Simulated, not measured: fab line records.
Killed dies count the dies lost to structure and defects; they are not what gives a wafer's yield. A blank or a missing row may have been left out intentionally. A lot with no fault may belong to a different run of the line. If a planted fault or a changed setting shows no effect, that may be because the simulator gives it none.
Matching of chambers | flow berkeley cmos170 | UCB170_V2_ETCH_14 on rie diel-04: 4 sister chambers
The step etches SiO2 in CHF3/CF4/Ar, stops on Al, target depth 1250 nm, time 291 s. 4 wafers are shown with their chamber, then 7 later ones without.

== EACH WAFER AND ITS CHAMBER ==
wafer  | chamber | drypump motor current A (A)
L115.5 | 2       | 5.1
L112.2 | 3       | 5.8
L118.1 | 1       | 6.1
L118.2 | 0       | 5.7

== WAFERS WITH NO CHAMBER GIVEN ==
wafer  | drypump motor current A (A)
L118.4 | 5.8
L122.1 | 5.9
L122.3 | 5.0
L122.4 | 6.1
L124.2 | 5.0
L124.3 | 5.8
L124.5 | 6.1

== WHICH CHAMBER EACH ONE RAN IN ==
wafer  | from the rows above          | in truth
L118.4 | can't be placed: 3 or 0      | 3
L122.1 | can't be placed: 3 or 1 or 0 | 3
L122.3 | 2                            | 2
L122.4 | 1                            | 1
L124.2 | 2                            | 2
L124.3 | can't be placed: 3 or 0      | 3
L124.5 | 1                            | 1
Correct placement for 4 of the 7. From these rows, 3 cannot be placed; in 3 the true chamber is one of the candidates. Placed wrongly: 0.
How it was worked out, from the rows above alone: a wafer's distance from a chamber is the root of the sum, over the readings, of the square of ((its reading less the chamber's mean) divided by the reading's scatter). If the next closest chamber is less than 2 further off than the closest, the wafer can't be placed; otherwise it belongs to the closest. Each chamber's mean is taken over the wafers shown for it. The scatter (one wafer shown for each chamber): square how far every hidden wafer sits from the nearest shown wafer, average those squares and take the square root.
